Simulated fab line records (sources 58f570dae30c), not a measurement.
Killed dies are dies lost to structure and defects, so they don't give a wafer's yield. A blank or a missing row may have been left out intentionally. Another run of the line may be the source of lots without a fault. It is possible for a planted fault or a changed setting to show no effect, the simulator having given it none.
Which tool is to blame?    flow berkeley-cmos170    Sampling: 14 lots, 42 wafers, 4 of 331 route steps

## WHAT THE GAUGES READ, wafer by wafer
UCB170_START_BOW_MEAS_00.
lot   measured     on             INCOMING_BOW (um)
L428  day 1 10:00  film-metro-04  12 -3 -10
L429  day 1 15:02  film-metro-02  6 -3 9
L430  day 1 20:02  film-metro-03  3 -3 -9
L431  day 2 01:00  film-metro-03  -3 -3 -2
L433  day 2 11:00  film-metro-04  -2 -8 -5
L434  day 2 16:01  film-metro-04  -5 -9 4
L435  day 2 21:01  film-metro-04  -3 -1 0
L436  day 3 02:00  film-metro-02  -7 1 -2
L439  day 3 17:04  film-metro-03  -6 9 8
L443  day 4 13:00  film-metro-02  0 1 1
L444  day 4 18:00  film-metro-02  -3 1 -4
L445  day 4 23:01  film-metro-03  9 7 -14
L450  day 6 00:00  film-metro-02  -11 -2 -3
L451  day 6 05:01  film-metro-04  9 6 -2

UCB170_START_THK_MEAS_03.
lot   measured     on             START_OXIDE_THK (nm)
L428  day 1 13:22  film-metro-02  19.3 19.4 19.5
L429  day 1 18:47  film-metro-03  19.8 19.8 19.6
L430  day 2 00:10  film-metro-02  19.0 18.9 19.2
L431  day 2 07:33  film-metro-03  19.6 19.9 19.7
L433  day 2 12:49  film-metro-04  19.7 19.7 19.7
L434  day 2 21:23  film-metro-04  19.9 19.5 19.7
L435  day 3 02:01  film-metro-03  18.3 18.4 18.5
L436  day 3 08:44  film-metro-03  19.7 19.4 19.5
L439  day 3 20:47  film-metro-03  19.7 19.5 19.6
L443  day 4 18:39  film-metro-02  19.8 19.6 20.1
L444  day 5 00:23  film-metro-04  19.2 19.1 19.4
L445  day 5 04:29  film-metro-02  19.0 19.2 18.9
L450  day 6 07:36  film-metro-03  20.6 20.7 20.3
L451  day 6 07:37  film-metro-02  19.6 19.5 19.3

UCB170_GATE_CD_MEAS_90: the cd target is 350 nm.
lot   measured      on         cd-nm (nm)
L428  day 6 20:56   cd-sem-01  352.1 350.2 349.3
L429  day 6 20:49   cd-sem-02  348.3 349.3 348.6
L430  day 7 17:49   cd-sem-01  351.6 350.6 353.0
L431  day 8 01:08   cd-sem-02  350.6 351.5 350.4
L433  day 8 00:41   cd-sem-02  351.4 350.4 351.7
L434  day 8 17:37   cd-sem-01  350.8 350.0 350.5
L435  day 8 17:50   cd-sem-01  349.8 350.1 349.7
L436  day 8 17:22   cd-sem-01  350.3 349.8 350.3
L439  day 9 07:09   cd-sem-01  346.9 350.4 346.9
L443  day 10 12:20  cd-sem-02  350.0 351.0 351.3
L444  day 10 12:02  cd-sem-02  352.1 352.2 351.9
L445  day 10 12:08  cd-sem-01  347.7 349.2 348.3
L450  day 12 13:33  cd-sem-01  352.9 351.4 352.6
L451  day 12 13:15  cd-sem-01  351.1 351.0 353.7

## EACH LOT AND THE TOOL THAT RAN IT (in order: tool; ch and the chambers of the sampled wafers; start)
lot   UCB170_ACTIVE_CLEAN_00
L428  wet-bench-04 ch 0, day 4 02:07
L429  wet-bench-04 ch 3, day 4 02:07
L430  wet-bench-03 ch 0, day 4 13:50
L431  wet-bench-04 ch 2, day 4 23:03
L433  wet-bench-04 ch 0, day 4 23:03
L434  wet-bench-03 ch 2, day 5 12:48
L435  wet-bench-02 ch 1, day 5 21:14
L436  wet-bench-02 ch 1, day 5 21:14
L439  wet-bench-04 ch 2, day 6 10:34
L443  wet-bench-02 ch 3, day 7 08:19
L444  wet-bench-02 ch 2, day 7 13:58
L445  wet-bench-02 ch 2, day 7 13:58
L450  wet-bench-04 ch 0, day 9 05:07
L451  wet-bench-04 ch 1, day 9 05:07
- UCB170_ACTIVE_CLEAN_00: cleans in SPM, time 600 s.

## WHAT THE TOOLS THEMSELVES READ (means of the sampled wafers that have a number; where no wafer has one, the mark that the record gives instead)
The record holds no such reading with a usual standard deviation.

## THE ANSWER, worked out from the rows above alone
Rule: the usual values come from the lots themselves. The widest of any qualifying gaps counts: lots, ordered by their means at a reading, are off when they make up no more than a third of the lots, leave a main group of 4 or more, and stand apart from it by 3 or more times the standard deviation of that group's means. Not used: any main group whose means are identical at the precision the tables above print for the reading. Also off: a lot with no number at a reading for which 4 or more lots have one. Where the step has rows for the other lots, those lots are counted as sound. The gauges are gone through in route order, then the tools' own readings, and for those a lot's mean is taken as printed above. At the first step where some lot is off, the reading lying furthest off is the one used; lots without a number count as furthest.
Nothing can be told from this: no lot is off at any reading shown.

## WHAT WAS PUT IN BY THE SIMULATOR
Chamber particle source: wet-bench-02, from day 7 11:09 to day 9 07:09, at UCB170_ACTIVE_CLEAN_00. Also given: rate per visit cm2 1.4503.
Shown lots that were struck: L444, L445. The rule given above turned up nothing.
